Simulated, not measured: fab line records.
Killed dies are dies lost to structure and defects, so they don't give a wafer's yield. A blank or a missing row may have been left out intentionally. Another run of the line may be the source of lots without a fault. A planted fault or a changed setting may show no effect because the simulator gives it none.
fab line records / flow rit-cmos
[record] lots = 13 wafers = 39 last-day = 7
route steps=202 shown CONTACT@168 M1@202
lots that met no fault: from a run of the same line without faults
start-h: the number of hours between the record's first day and the start of the first shown wafer of the lot / wait-h: how many hours have passed since the lot's step before this one / " same as the row above / L1.1+2: a row that stands for several wafers / - no value present, or no start provided / * or withheld: withheld / < > ~ a bound
route shown NAME@n: NAME is a module with steps in the file, n the number in the route of the first one / usual: the fault-free wafers' mean and standard deviation / same: alike in all rows / chamber/n: place in a boat / sites: the reading at each site / _std_site: how widely they spread, as a standard deviation / _edge_site: inner sites' mean taken away from outer sites' mean / radius-mm: how far each site lies from the wafer's centre / mask NAME#n: copy n / behind: tool/chamber where the wafer was last shaped / hold: the reason the lot was held/the length of the hold in hours/how it ended / device: transistor that didn't switch, given as n, p or np / end of line: the same wafers' tests at the end of the route / a step given without rows: its recipe and nothing more / killed: at the first sort, the dies lost to defects and structure; wafer yield is something else / map: dies across one wafer; x = killed, . = not, _ = none there
set.NAME: setting as actually run; set.NAME@STEP: the setting as run at that earlier step / model.NAME: the simulator's own value behind a step, which no gauge read
steps of the route over a sample of lots; a table a step, a row a wafer
services: when a tool's chamber went out of use (start-h, in hours from the record's first day, below 0 if earlier), for how many hours, and the reason
[[steps]]
[step RIT_CONTACT_CVD_00]
[recipe] material = SiO2 target-thk-nm = 400 precursor = TEOS temp-c = 390 time-s = 61 rf-w = 400
[usual] heater-power-w = 334/43
lot.wafer=L318.2 tool=pecvd-03 chamber=1 start-h=54.34 wait-h=0.0 heater-power-w=294 since-wet-clean-h=1391
lot.wafer=L318.4 tool=pecvd-03 chamber=0 start-h=54.34 wait-h=0.0 heater-power-w=382 since-wet-clean-h=-
lot.wafer=L318.6 tool=pecvd-03 chamber=2 start-h=54.34 wait-h=0.0 heater-power-w=322 since-wet-clean-h=-
lot.wafer=L319.2 tool=pecvd-02 chamber=0 start-h=59.93 wait-h=0.0 heater-power-w=370 since-wet-clean-h=1006
lot.wafer=L319.3 tool=pecvd-02 chamber=2 start-h=59.93 wait-h=0.0 heater-power-w=293 since-wet-clean-h=1006
lot.wafer=L319.5 tool=pecvd-02 chamber=2 start-h=59.93 wait-h=0.0 heater-power-w=315 since-wet-clean-h=-
lot.wafer=L320.1 tool=pecvd-04 chamber=2 start-h=61.87 wait-h=0.1 heater-power-w=371 since-wet-clean-h=213
lot.wafer=L320.3 tool=pecvd-04 chamber=0 start-h=61.87 wait-h=0.1 heater-power-w=359 since-wet-clean-h=213
lot.wafer=L320.4 tool=pecvd-04 chamber=2 start-h=61.87 wait-h=0.1 heater-power-w=381 since-wet-clean-h=-
lot.wafer=L321.2 tool=pecvd-03 chamber=0 start-h=66.15 wait-h=0.0 heater-power-w=396 since-wet-clean-h=1402
lot.wafer=L321.4 tool=pecvd-03 chamber=0 start-h=66.15 wait-h=0.0 heater-power-w=301 since-wet-clean-h=-
lot.wafer=L321.5 tool=pecvd-03 chamber=2 start-h=66.15 wait-h=0.0 heater-power-w=414 since-wet-clean-h=-
lot.wafer=L323.2 tool=pecvd-04 chamber=0 start-h=80.07 wait-h=0.0 heater-power-w=286 since-wet-clean-h=231
lot.wafer=L323.3 tool=pecvd-04 chamber=1 start-h=80.07 wait-h=0.0 heater-power-w=325 since-wet-clean-h=231
lot.wafer=L323.5 tool=pecvd-04 chamber=1 start-h=80.07 wait-h=0.0 heater-power-w=318 since-wet-clean-h=-
lot.wafer=L324.1 tool=pecvd-03 chamber=0 start-h=82.24 wait-h=0.1 heater-power-w=376 since-wet-clean-h=1419
lot.wafer=L324.2 tool=pecvd-03 chamber=2 start-h=82.24 wait-h=0.1 heater-power-w=421 since-wet-clean-h=1419
lot.wafer=L324.4 tool=pecvd-03 chamber=1 start-h=82.24 wait-h=0.1 heater-power-w=340 since-wet-clean-h=-
lot.wafer=L325.2 tool=pecvd-02 chamber=0 start-h=91.68 wait-h=0.0 heater-power-w=353 since-wet-clean-h=1037
lot.wafer=L325.3 tool=pecvd-02 chamber=1 start-h=91.68 wait-h=0.0 heater-power-w=351 since-wet-clean-h=1037
lot.wafer=L325.6 tool=pecvd-02 chamber=0 start-h=91.68 wait-h=0.0 heater-power-w=268 since-wet-clean-h=-
lot.wafer=L326.1 tool=pecvd-04 chamber=0 start-h=95.28 wait-h=0.1 heater-power-w=290 since-wet-clean-h=246
lot.wafer=L326.2 tool=pecvd-04 chamber=1 start-h=95.28 wait-h=0.1 heater-power-w=269 since-wet-clean-h=246
lot.wafer=L326.3 tool=pecvd-04 chamber=2 start-h=95.28 wait-h=0.1 heater-power-w=356 since-wet-clean-h=246
lot.wafer=L327.2 tool=pecvd-03 chamber=2 start-h=102.75 wait-h=0.0 heater-power-w=411 since-wet-clean-h=1439
lot.wafer=L327.5 tool=pecvd-03 chamber=0 start-h=102.75 wait-h=0.0 heater-power-w=301 since-wet-clean-h=-
lot.wafer=L327.6 tool=pecvd-03 chamber=1 start-h=102.75 wait-h=0.0 heater-power-w=329 since-wet-clean-h=-
lot.wafer=L328.1 tool=pecvd-02 chamber=0 start-h=107.83 wait-h=0.1 heater-power-w=329 since-wet-clean-h=1054
lot.wafer=L328.3 tool=pecvd-02 chamber=2 start-h=107.83 wait-h=0.1 heater-power-w=280 since-wet-clean-h=1054
lot.wafer=L328.5 tool=pecvd-02 chamber=2 start-h=107.83 wait-h=0.1 heater-power-w=303 since-wet-clean-h=-
lot.wafer=L336.1 tool=pecvd-02 chamber=1 start-h=142.84 wait-h=0.1 heater-power-w=349 since-wet-clean-h=1089
lot.wafer=L336.4 tool=pecvd-02 chamber=0 start-h=142.84 wait-h=0.1 heater-power-w=358 since-wet-clean-h=-
lot.wafer=L336.5 tool=pecvd-02 chamber=1 start-h=142.84 wait-h=0.1 heater-power-w=348 since-wet-clean-h=-
lot.wafer=L340.1 tool=pecvd-03 chamber=0 start-h=162.59 wait-h=0.1 heater-power-w=307 since-wet-clean-h=1499
lot.wafer=L340.3 tool=pecvd-03 chamber=2 start-h=162.59 wait-h=0.1 heater-power-w=432 since-wet-clean-h=1499
lot.wafer=L340.6 tool=pecvd-03 chamber=1 start-h=162.59 wait-h=0.1 heater-power-w=354 since-wet-clean-h=-
lot.wafer=L341.1 tool=pecvd-04 chamber=0 start-h=170.19 wait-h=0.1 heater-power-w=326 since-wet-clean-h=321
lot.wafer=L341.5 tool=pecvd-04 chamber=0 start-h=170.19 wait-h=0.1 heater-power-w=346 since-wet-clean-h=-
lot.wafer=L341.6 tool=pecvd-04 chamber=1 start-h=170.19 wait-h=0.1 heater-power-w=286 since-wet-clean-h=-
[step RIT_CONTACT_THK_MEAS_01]
[recipe] reads = SiO2_of_CONTACT_CVD_00
[usual] CONTACT_TEOS_THK = 400/5
lot.wafer=L318.2 tool=film-metro-04 chamber=- start-h=54.40 wait-h=0.0 CONTACT_TEOS_THK[nm]=394
lot.wafer=L318.4 tool=film-metro-04 chamber=- start-h=54.40 wait-h=0.0 CONTACT_TEOS_THK[nm]=406
lot.wafer=L318.6 tool=film-metro-04 chamber=- start-h=54.40 wait-h=0.0 CONTACT_TEOS_THK[nm]=408
lot.wafer=L319.2 tool=film-metro-03 chamber=- start-h=59.99 wait-h=0.0 CONTACT_TEOS_THK[nm]=397
lot.wafer=L319.3 tool=film-metro-03 chamber=- start-h=59.99 wait-h=0.0 CONTACT_TEOS_THK[nm]=401
lot.wafer=L319.5 tool=film-metro-03 chamber=- start-h=59.99 wait-h=0.0 CONTACT_TEOS_THK[nm]=409
lot.wafer=L320.1 tool=film-metro-03 chamber=- start-h=61.93 wait-h=0.0 CONTACT_TEOS_THK[nm]=391
lot.wafer=L320.3 tool=film-metro-03 chamber=- start-h=61.93 wait-h=0.0 CONTACT_TEOS_THK[nm]=392
lot.wafer=L320.4 tool=film-metro-03 chamber=- start-h=61.93 wait-h=0.0 CONTACT_TEOS_THK[nm]=405
lot.wafer=L321.2 tool=film-metro-01 chamber=- start-h=66.21 wait-h=0.0 CONTACT_TEOS_THK[nm]=398
lot.wafer=L321.4 tool=film-metro-01 chamber=- start-h=66.21 wait-h=0.0 CONTACT_TEOS_THK[nm]=408
lot.wafer=L321.5 tool=film-metro-01 chamber=- start-h=66.21 wait-h=0.0 CONTACT_TEOS_THK[nm]=404
lot.wafer=L323.2 tool=film-metro-04 chamber=- start-h=80.13 wait-h=0.0 CONTACT_TEOS_THK[nm]=398
lot.wafer=L323.3 tool=film-metro-04 chamber=- start-h=80.13 wait-h=0.0 CONTACT_TEOS_THK[nm]=399
lot.wafer=L323.5 tool=film-metro-04 chamber=- start-h=80.13 wait-h=0.0 CONTACT_TEOS_THK[nm]=411
lot.wafer=L324.1 tool=film-metro-01 chamber=- start-h=82.30 wait-h=0.0 CONTACT_TEOS_THK[nm]=396
lot.wafer=L324.2 tool=film-metro-01 chamber=- start-h=82.30 wait-h=0.0 CONTACT_TEOS_THK[nm]=393
lot.wafer=L324.4 tool=film-metro-01 chamber=- start-h=82.30 wait-h=0.0 CONTACT_TEOS_THK[nm]=396
lot.wafer=L325.2 tool=film-metro-04 chamber=- start-h=91.75 wait-h=0.0 CONTACT_TEOS_THK[nm]=399
lot.wafer=L325.3 tool=film-metro-04 chamber=- start-h=91.75 wait-h=0.0 CONTACT_TEOS_THK[nm]=399
lot.wafer=L325.6 tool=film-metro-04 chamber=- start-h=91.75 wait-h=0.0 CONTACT_TEOS_THK[nm]=408
lot.wafer=L326.1 tool=film-metro-01 chamber=- start-h=95.33 wait-h=0.0 CONTACT_TEOS_THK[nm]=395
lot.wafer=L326.2 tool=film-metro-01 chamber=- start-h=95.33 wait-h=0.0 CONTACT_TEOS_THK[nm]=393
lot.wafer=L326.3 tool=film-metro-01 chamber=- start-h=95.33 wait-h=0.0 CONTACT_TEOS_THK[nm]=395
lot.wafer=L327.2 tool=film-metro-04 chamber=- start-h=102.81 wait-h=0.0 CONTACT_TEOS_THK[nm]=399
lot.wafer=L327.5 tool=film-metro-04 chamber=- start-h=102.81 wait-h=0.0 CONTACT_TEOS_THK[nm]=404
lot.wafer=L327.6 tool=film-metro-04 chamber=- start-h=102.81 wait-h=0.0 CONTACT_TEOS_THK[nm]=399
lot.wafer=L328.1 tool=film-metro-03 chamber=- start-h=107.88 wait-h=0.0 CONTACT_TEOS_THK[nm]=395
lot.wafer=L328.3 tool=film-metro-03 chamber=- start-h=107.88 wait-h=0.0 CONTACT_TEOS_THK[nm]=400
lot.wafer=L328.5 tool=film-metro-03 chamber=- start-h=107.88 wait-h=0.0 CONTACT_TEOS_THK[nm]=410
lot.wafer=L336.1 tool=film-metro-04 chamber=- start-h=142.89 wait-h=0.0 CONTACT_TEOS_THK[nm]=396
lot.wafer=L336.4 tool=film-metro-04 chamber=- start-h=142.89 wait-h=0.0 CONTACT_TEOS_THK[nm]=521
lot.wafer=L336.5 tool=film-metro-04 chamber=- start-h=142.89 wait-h=0.0 CONTACT_TEOS_THK[nm]=405
lot.wafer=L340.1 tool=film-metro-04 chamber=- start-h=162.64 wait-h=0.0 CONTACT_TEOS_THK[nm]=396
lot.wafer=L340.3 tool=film-metro-04 chamber=- start-h=162.64 wait-h=0.0 CONTACT_TEOS_THK[nm]=398
lot.wafer=L340.6 tool=film-metro-04 chamber=- start-h=162.64 wait-h=0.0 CONTACT_TEOS_THK[nm]=399
lot.wafer=L341.1 tool=film-metro-03 chamber=- start-h=170.24 wait-h=0.0 CONTACT_TEOS_THK[nm]=402
lot.wafer=L341.5 tool=film-metro-03 chamber=- start-h=170.24 wait-h=0.0 CONTACT_TEOS_THK[nm]=409
lot.wafer=L341.6 tool=film-metro-03 chamber=- start-h=170.24 wait-h=0.0 CONTACT_TEOS_THK[nm]=407
[step RIT_M1_PROBE_99]
[usual] killed-at-contacts = 0.1/0.3 killed-at-front-end = 6.9/2.9 killed-dies = 7.0/2.9 killed-on-rim = 1.8/1.4 killed-open = 3.3/2 killed-short = 3.7/2
[same] gross-dies = 264 killed_at_M0_to_M3 = 0 killed_at_M4_up = 0 killed-at-back-side = 0 killed-at-other = 0
lot.wafer=L336.1 tool=prober-02 chamber=- start-h=149.33 wait-h=0.1 killed-at-contacts=0 killed-at-front-end=3 killed-dies=3 killed-on-rim=0 killed-open=2 killed-short=1
lot.wafer=L336.4 tool=prober-02 chamber=- start-h=149.48 wait-h=0.2 killed-at-contacts=254 killed-at-front-end=10 killed-dies=264 killed-on-rim=70 killed-open=6 killed-short=4
lot.wafer=L336.5 tool=prober-02 chamber=- start-h=149.53 wait-h=0.2 killed-at-contacts=0 killed-at-front-end=9 killed-dies=9 killed-on-rim=1 killed-open=5 killed-short=4
lot.wafer=L340.1 tool=prober-01 chamber=- start-h=169.06 wait-h=0.1 killed-at-contacts=0 killed-at-front-end=7 killed-dies=7 killed-on-rim=1 killed-open=2 killed-short=5
lot.wafer=L340.3 tool=prober-01 chamber=- start-h=169.16 wait-h=0.2 killed-at-contacts=0 killed-at-front-end=4 killed-dies=4 killed-on-rim=2 killed-open=1 killed-short=3
lot.wafer=L340.6 tool=prober-01 chamber=- start-h=169.31 wait-h=0.2 killed-at-contacts=0 killed-at-front-end=5 killed-dies=5 killed-on-rim=1 killed-open=3 killed-short=2
// killed by level:class
L336.1 SILICIDE:geometric-particle:open=2 GATE:geometric-particle:short=1
L336.4 CONTACT:area-etch=254 FOX1:geometric-particle:short=2 GATE:geometric-particle:open=2 SPACER:geometric-particle:open=2 FOX1:geometric-particle:open=1 REOX:geometric-particle:short=1 SILICIDE:geometric-particle:open=1 SILICIDE:geometric-particle:short=1
L336.5 GATE:geometric-particle:short=3 SILICIDE:geometric-particle:open=3 GATE:geometric-particle:open=2 SILICIDE:geometric-particle:short=1
L340.1 GATE:geometric-particle:short=3 GATE:geometric-particle:open=2 SILICIDE:geometric-particle:short=2
L340.3 FOX2:geometric-particle:short=1 GATE:geometric-particle:short=1 SPACER:geometric-particle:open=1 SPACER:geometric-particle:short=1
L340.6 FOX2:geometric-particle:short=1 GATE:geometric-particle:open=1 GATE:geometric-particle:short=1 REOX:geometric-particle:open=1 SPACER:geometric-particle:open=1
[[services]]
tool=pecvd-03 chamber=2 start-h=37.61 hours=7.4 kind=repair
tool=pecvd-03 chamber=- start-h=141.65 hours=5.5 kind=pm
tool=pecvd-04 chamber=- start-h=153.20 hours=0.6 kind=repair
[[key]]
[first-sign] step = RIT_CONTACT_THK_MEAS_01 reading = CONTACT_TEOS_THK direction = up sigmas = 24 usual = 400 struck = 521
[effect] step = RIT_M1_PROBE_99 reading = killed-at-contacts direction = up sigmas = 99+ usual = 0.1 struck = 254
[more-kills-born-at] RIT_CONTACT_ETCH_11@rie-diel-01 = 254
met-at RIT_CONTACT_CVD_00
struck-lots L336
struck-wafers L336.4
later-rows-left-out L336.4
tester-left-out L336
onset-between 107.83 142.84
[fault] kind = process-parameter-drift tool = pecvd-02 chamber = 0 onset-h = 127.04 steps = RIT_CONTACT_CVD_00 channel = target-thk-nm offset = 119.14 shape = step end-h = 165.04 stated = 400
// tester-left-out: of these lots the tester's yield and bins aren't shown, on N5 and GAA mostly nor the transistor test; their killed dies are dies lost to structure and defects alone, not to doping, threshold or leakage, so they don't give the yield
// later-rows-left-out: the simulator's readings of these wafers behind a module that went badly wrong aren't trusted and aren't shown, but for the sort
